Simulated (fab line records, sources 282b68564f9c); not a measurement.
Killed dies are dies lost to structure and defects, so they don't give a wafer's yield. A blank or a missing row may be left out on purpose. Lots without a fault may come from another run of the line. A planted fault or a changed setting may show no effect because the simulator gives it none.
Problem report in the 8D (eight disciplines) form, filled by code | flow rit_cmos | the parts of the form that need people (team, actions taken, sign-off) are left out

1. THE PROBLEM
run_length_s at RIT_CONTACT_CLEAN_13 reads a mean of 656 s on 6 wafers of 2 lots; wafers without a fault read 631 s with a standard deviation of 3.3. That is +7.4 standard deviations from the usual mean.
The step: cleans in SC1, time 600 s.
First seen on wafer L461.1, day 4 10:48, on wet_bench-02. The record holds 42 wafers of 14 lots with a number at this step. Rule for "out", or "out of limits": more than 4 standard deviations from the usual mean. The other wafers with a number count as sound.

2. WHAT IT IS AND WHAT IT IS NOT
question                    | is                     | is not
which readings at this step | run_length_s           | -
which lots                  | L461, L462             | L455, L456, L457, L458, L467, L468, L470, L471, L475, L476, L477, L478
which wafers of those lots  | all that have a number | -
read on which tools         | wet_bench-02           | wet_bench-03, wet_bench-04
when                        | from day 4 10:48       | up to then (12 sound wafers); but 24 sound wafers of L467, L468, L470, L471, L475, L476, L477, L478 came after

3. SUSPECTS, AND WHAT RULES EACH OUT
Counting: a tool at a process step up to the reading stays a suspect if it ran every lot that is out and no sound lot after the first of them.
- wet_bench-02 at RIT_CONTACT_CLEAN_13 (cleans in SC1, time 600 s): kept. It ran every lot that is out, first L461 (day 4 10:48), and no sound lot after that; its last sound lot up to then is L458 (day 3 19:37). Its own readings are out on those wafers: run_length_s.
Left after counting: wet_bench-02 at RIT_CONTACT_CLEAN_13.

4. THE CAUSE (what the simulator had put in)
Process parameter drift: wet_bench-02, from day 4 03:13 on, at RIT_CONTACT_CLEAN_13. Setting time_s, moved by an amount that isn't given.
Counting left only this tool.

5. THE CHAIN OF EFFECTS, in route order
Each row: a reading whose mean over the struck wafers that have a number lies more than 3 standard deviations from the usual. Only readings for which the record gives a usual standard deviation are gone through. hours: the time from each lot's start at the first step in this table that gives one to its start at this step, as a median over the lots. sigmas: the change in usual standard deviations.
hours | step                 | reading      | usual | on struck wafers | change | sigmas
0     | RIT_CONTACT_CLEAN_13 | run_length_s | 631 s | 656              | +24    | +7.4
The process steps in it:
- RIT_CONTACT_CLEAN_13: cleans in SC1, time 600 s.

6. WHAT WOULD HAVE CAUGHT IT SOONER
In this record the first reading out of limits was taken at day 4 10:48, 8 hours after the fault began at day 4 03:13.
